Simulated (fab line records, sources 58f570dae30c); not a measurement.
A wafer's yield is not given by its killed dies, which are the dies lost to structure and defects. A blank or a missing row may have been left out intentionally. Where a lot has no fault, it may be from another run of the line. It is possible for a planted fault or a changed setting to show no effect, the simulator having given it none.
What tool caused it? | flow berkeleyCmos170 | Sampling: 15 lots, 45 wafers, 4 of 331 route steps

## WHAT THE GAUGES SHOWED, per wafer
UCB170_NWELL_THK_MEAS_02. Usual: for NWELL_OXIDE_THK the level is 26.4 nm and the standard deviation is 0.57.
lot  | measured    | on           | NWELL_OXIDE_THK (nm) | flag
L117 | day 2 05:45 | filmMetro-01 | 26.5 26.8 26.9       | 
L119 | day 2 09:52 | filmMetro-01 | 26.0 26.1 25.9       | 
L120 | day 2 18:58 | filmMetro-03 | 26.4 26.4 26.3       | 
L121 | day 3 02:10 | filmMetro-01 | 26.4 26.3 26.2       | 
L122 | day 3 05:01 | filmMetro-01 | 26.5 26.8 26.3       | 
L123 | day 3 05:01 | filmMetro-02 | 25.5 25.3 25.5       | 
L125 | day 3 17:01 | filmMetro-01 | 27.1 27.4 27.3       | 
L124 | day 3 17:01 | filmMetro-03 | 27.4 27.0 27.1       | 
L126 | day 4 00:28 | filmMetro-02 | 26.8 26.9 26.7       | 
L127 | day 4 08:02 | filmMetro-03 | 27.0 27.2 27.0       | 
L129 | day 4 15:50 | filmMetro-01 | 25.4 25.7 25.9       | 
L130 | day 4 15:50 | filmMetro-02 | 26.7 26.8 26.5       | 
L131 | day 5 00:10 | filmMetro-02 | 26.1 25.9 26.1       | 
L133 | day 5 09:18 | filmMetro-03 | 26.2 26.4 26.2       | 
L137 | day 6 09:40 | filmMetro-01 | 27.2 27.0 27.4       | 

UCB170_PWELL_THK_MEAS_03. Usual: for PWELL_OXIDE_THK the level is 26.4 nm and the standard deviation is 0.46.
lot  | measured    | on           | PWELL_OXIDE_THK (nm) | flag
L117 | day 2 23:34 | filmMetro-02 | 25.9 26.0 26.2       | 
L119 | day 3 06:00 | filmMetro-03 | 26.5 27.5 26.9       | 
L120 | day 3 17:12 | filmMetro-02 | 25.8 26.2 26.2       | 
L121 | day 3 21:56 | filmMetro-03 | 26.6 27.2 26.9       | 
L122 | day 3 21:56 | filmMetro-04 | 26.4 25.9 26.0       | 
L123 | day 3 21:56 | filmMetro-02 | 26.9 27.0 26.7       | 
L125 | day 4 10:53 | filmMetro-04 | 25.9 25.9 25.6       | 
L124 | day 4 10:54 | filmMetro-03 | 27.2 27.5 27.0       | 
L126 | day 4 21:16 | filmMetro-03 | 26.3 26.2 26.5       | 
L127 | day 5 02:52 | filmMetro-02 | 26.7 26.6 26.9       | 
L129 | day 5 11:49 | filmMetro-02 | 26.1 26.3 26.3       | 
L130 | day 5 11:49 | filmMetro-04 | 25.8 26.0 26.0       | 
L131 | day 5 18:54 | filmMetro-02 | 26.0 26.6 26.7       | 
L133 | day 6 05:02 | filmMetro-02 | 25.4 25.8 25.7       | 
L137 | day 7 11:12 | filmMetro-04 | 27.0 27.2 27.1       | 

UCB170_ACTIVE_THK_MEAS_03. Usual: for ACTIVE_OXIDE_THK the level is 26.2 nm and the standard deviation is 0.44.
lot  | measured    | on           | ACTIVE_OXIDE_THK (nm) | flag
L117 | day 4 06:49 | filmMetro-02 | 26.1 26.0 26.0        | 
L119 | day 4 13:14 | filmMetro-01 | 26.6 26.7 26.1        | 
L120 | day 5 01:31 | filmMetro-01 | 26.2 25.7 26.1        | 
L121 | day 5 09:26 | filmMetro-01 | 27.0 26.8 27.2        | 
L122 | day 5 09:30 | filmMetro-01 | 26.7 26.4 26.9        | 
L123 | day 5 09:34 | filmMetro-01 | 27.1 27.4 27.4        | 
L125 | day 5 17:58 | filmMetro-02 | 27.1 26.9 26.7        | 
L124 | day 5 17:58 | filmMetro-01 | 26.4 26.7 26.6        | 
L126 | day 6 06:11 | filmMetro-02 | 26.0 26.1 25.8        | 
L127 | day 6 18:01 | filmMetro-01 | 26.3 25.8 25.9        | 
L129 | day 7 03:47 | filmMetro-04 | 39.8 40.1 38.9        | OFF
L130 | day 7 03:48 | filmMetro-02 | 38.2 39.1 38.6        | OFF
L131 | day 7 17:50 | filmMetro-02 | 38.3 38.6 38.5        | OFF
L133 | day 7 21:55 | filmMetro-01 | 26.5 26.6 26.3        | 
L137 | day 9 02:41 | filmMetro-02 | 26.1 25.9 26.3        | 

## TOOL THAT RAN EACH LOT (tool first, then ch and the chambers of the sampled wafers, then the start)
lot  | UCB170_ACTIVE_OXIDATION_02
L117 | furnace-01 ch 0, day 4 05:28
L119 | furnace-02 ch 0, day 4 11:53
L120 | furnace-02 ch 0, day 5 00:10
L121 | furnace-01 ch 0, day 5 08:05
L122 | furnace-01 ch 0, day 5 08:05
L123 | furnace-01 ch 0, day 5 08:05
L125 | furnace-01 ch 0, day 5 16:37
L124 | furnace-01 ch 0, day 5 16:37
L126 | furnace-02 ch 0, day 6 04:50
L127 | furnace-01 ch 0, day 6 16:40
L129 | furnace-04 ch 0, day 6 22:05
L130 | furnace-04 ch 0, day 6 22:05
L131 | furnace-01 ch 0, day 7 11:35
L133 | furnace-01 ch 0, day 7 20:32
L137 | furnace-02 ch 0, day 9 01:20
- UCB170_ACTIVE_OXIDATION_02: target thk 26.4 nm, ox time 1260 s.

## WHAT THE TOOLS THEMSELVES READ (means of the sampled wafers that have a number; where no wafer has one, the mark that the record gives instead)
UCB170_ACTIVE_OXIDATION_02. Usual: oxTempCMax 1004.0, standard deviation 0.88; spikeTcLoadC 1024.4 C, standard deviation 2.7.
lot  | tool       | oxTempCMax | spikeTcLoadC (C) | flag
L117 | furnace-01 | 1003.7     | 1023.8           | 
L119 | furnace-02 | 1002.7     | 1029.3           | 
L120 | furnace-02 | 1004.0     | 1028.8           | 
L121 | furnace-01 | 1005.3     | 1023.6           | 
L122 | furnace-01 | 1004.5     | 1023.4           | 
L123 | furnace-01 | 1004.2     | 1023.3           | 
L125 | furnace-01 | 1004.8     | 1022.8           | 
L124 | furnace-01 | 1003.4     | 1023.9           | 
L126 | furnace-02 | 1002.7     | 1027.7           | 
L127 | furnace-01 | 1003.4     | 1022.1           | 
L129 | furnace-04 | 1003.8     | 1022.1           | 
L130 | furnace-04 | 1003.2     | 1021.9           | 
L131 | furnace-01 | 1004.0     | 1022.9           | 
L133 | furnace-01 | 1004.1     | 1023.0           | 
L137 | furnace-02 | 1003.2     | 1028.7           | 

## THE ANSWER, worked out from the rows above alone
Rule: a lot is off if the mean of its wafers that have a number lies more than 3 standard deviations from the usual mean. Also off: a lot with no number at a reading for which 4 or more lots have one. The other lots that the step has rows for count as sound. Order of review: gauges by route order, followed by the tools' own readings, for which a lot's mean as printed above is used. At the first step where some lot is off, the reading lying furthest off is the one used; lots without a number count as furthest.
Off: at UCB170_ACTIVE_THK_MEAS_03 (ACTIVE_OXIDE_THK), L129, L130, L131.
If a tool, at a process step before that reading, ran all the lots that are off and no sound lot after the first of them, it fits. Those tools and the gauges at UCB170_ACTIVE_THK_MEAS_03 are tried in the same way. None of those tried fits.

## WHAT THE SIMULATOR HAD INSERTED
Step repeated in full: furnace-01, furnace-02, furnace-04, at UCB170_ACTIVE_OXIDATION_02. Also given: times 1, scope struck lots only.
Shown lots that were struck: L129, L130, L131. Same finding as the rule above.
